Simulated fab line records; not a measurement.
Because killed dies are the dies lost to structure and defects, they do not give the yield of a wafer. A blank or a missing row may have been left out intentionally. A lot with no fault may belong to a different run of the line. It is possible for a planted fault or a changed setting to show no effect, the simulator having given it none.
Struck lot and sound lot, side by side | flow rit cmos | 17 steps out of a route of 202
Sound: wafers L353.1, L353.2, L353.6. Struck: wafers L364.3, L364.5, L364.6. The cause is given at the end.
For every step that has rows: the tool of each side, followed by ch and its chambers, followed by its first start. Under that, the readings that differ: sound wafers | struck wafers | difference of the means | sigmas: that difference in standard deviations of wafers without a fault.
alike: a reading whose means differ by less than 2 such deviations, as well as words and numbers matching on both sides. not compared: withheld readings; readings where some wafer has no value; bounds like >300 that might hide an equal value; numbers whose values overlap and for which the record gives no deviation.
Wherever a step has rows on one side only, a row that says differs or no value, or a row with sigmas, the two part there. Numbers that have no deviation but don't overlap get no sigmas and don't part them. A reading missing from all wafers of one side parts the sides only when that side holds two or more wafers.

RIT_PWELL_TW_MEAS_10:
  struck on film metro-04, day 5 14:46; sound on film metro-03, day 3 03:08
  alike: PWELL_TW
then, 1 step without rows for these wafers: RIT_WELLDRIVE_ANNEAL_00 (time 14700 s).
RIT_WELLDRIVE_RS_MEAS_01: uses a four-point probe to measure.
  struck on film metro-03, day 6 02:16; sound on film metro-03, day 3 08:16
  alike: NWELL_RS
RIT_WELLDRIVE_RS_MEAS_02: uses a four-point probe to measure.
  struck on film metro-03, day 6 02:23; sound on film metro-03, day 3 08:23
  alike: PWELL_RS
then, 6 steps without rows for these wafers: RIT_NRETRO_HMDS_00 (prime time 60 s); RIT_NRETRO_COAT_01 (resist thk 1300 nm); RIT_NRETRO_SOFTBAKE_02 (time 60 s); RIT_NRETRO_EXPOSE_03 (exposes mask M4, target cd 43900 nm); RIT_NRETRO_PEB_04; RIT_NRETRO_DEVELOP_05 (develop time 68 s).
RIT_NRETRO_OVL_MEAS_06:
  struck on overlay-01, day 6 03:29; sound on overlay-01, day 3 09:46
  alike: NRETRO_OVL
then, 1 step without rows for these wafers: RIT_NRETRO_HARDBAKE_07 (time 120 s).
RIT_NRETRO_IMPLANT_08:
  sound on implanter-03 ch 0, day 3 10:02; struck on implanter-03 ch 0, day 6 03:48
  reading            | sound                          | struck                           | difference  | sigmas
  dose ions cm2      | 9.986e+12 1.0008e+13 9.995e+12 | 1.5954e+13 1.5965e+13 1.5939e+13 | +5.9563e+12 | +99 or more
  faraday current uA | 32.1 31.6 30.9                 | 50.7 50.6 50.9                   | +19.2       | +36
RIT_NRETRO_STRIP_09: strips in O2, time 180 s.
  sound on plasma asher-02 ch 0,1, day 3 10:11; struck on plasma asher-02 ch 0,1, day 6 03:58
  alike: drypump motor current A
  not compared: rf hours counter h
RIT_NRETRO_TW_MEAS_10:
  struck on film metro-02, day 6 04:06; sound on film metro-02, day 3 10:22
  reading   | sound          | struck         | difference | sigmas
  NRETRO_TW | 1043 1046 1050 | 1233 1226 1229 | +183       | +33
then, 1 step without rows for these wafers: RIT_PRETRO_HMDS_00 (prime time 60 s).
RIT_M1_PROBE_99:
  struck on prober-02, day 7 10:22; sound on prober-02, day 4 14:16
  reading                                | sound             | struck            | difference | sigmas
  model.etest.pmos_0p3.r on ohm um       | 6193 6184 6053    | 6655 6732 6694    | +550       |
  model.etest.pmos turned.r on ohm um    | 3252 3308 3175    | 3483 3571 3522    | +280       |
  model.etest.pmos_0p15.r on ohm um      | 2580 2666 2554    | 2765 2845 2795    | +202       |
  model.etest.pmos_0p15.drive ua um      | 274.5 265.8 278.1 | 242 236.2 240.6   | -33        |
  model.etest.pmos turned.drive ua um    | 205.6 198.6 204.1 | 178.8 174.2 177.7 | -25.9      |
  model.etest.pmos narrow.drive ua um    | 102.8 102.2 105   | 86.75 83.91 84.05 | -18.43     |
  model.etest.pmos_0p3.drive ua um       | 102.8 103.4 105.9 | 88.5 87.05 86.83  | -16.6      |
  model.etest.well edge left.line ohm um | 186.6 185.9 182.6 | 174 173.7 172     | -12        |
  alike: killed at front end, killed dies, killed open, killed short

## WHERE THEY PART
Last at RIT_NRETRO_TW_MEAS_10 as far as this record goes, first at RIT_NRETRO_IMPLANT_08. Later steps at which nothing parts them and some readings are alike: RIT_M1_PROBE_99.

WHY: whatever the simulator had introduced
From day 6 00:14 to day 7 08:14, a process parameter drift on implanter-03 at RIT_NRETRO_IMPLANT_08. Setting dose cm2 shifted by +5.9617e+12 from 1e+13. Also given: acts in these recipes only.
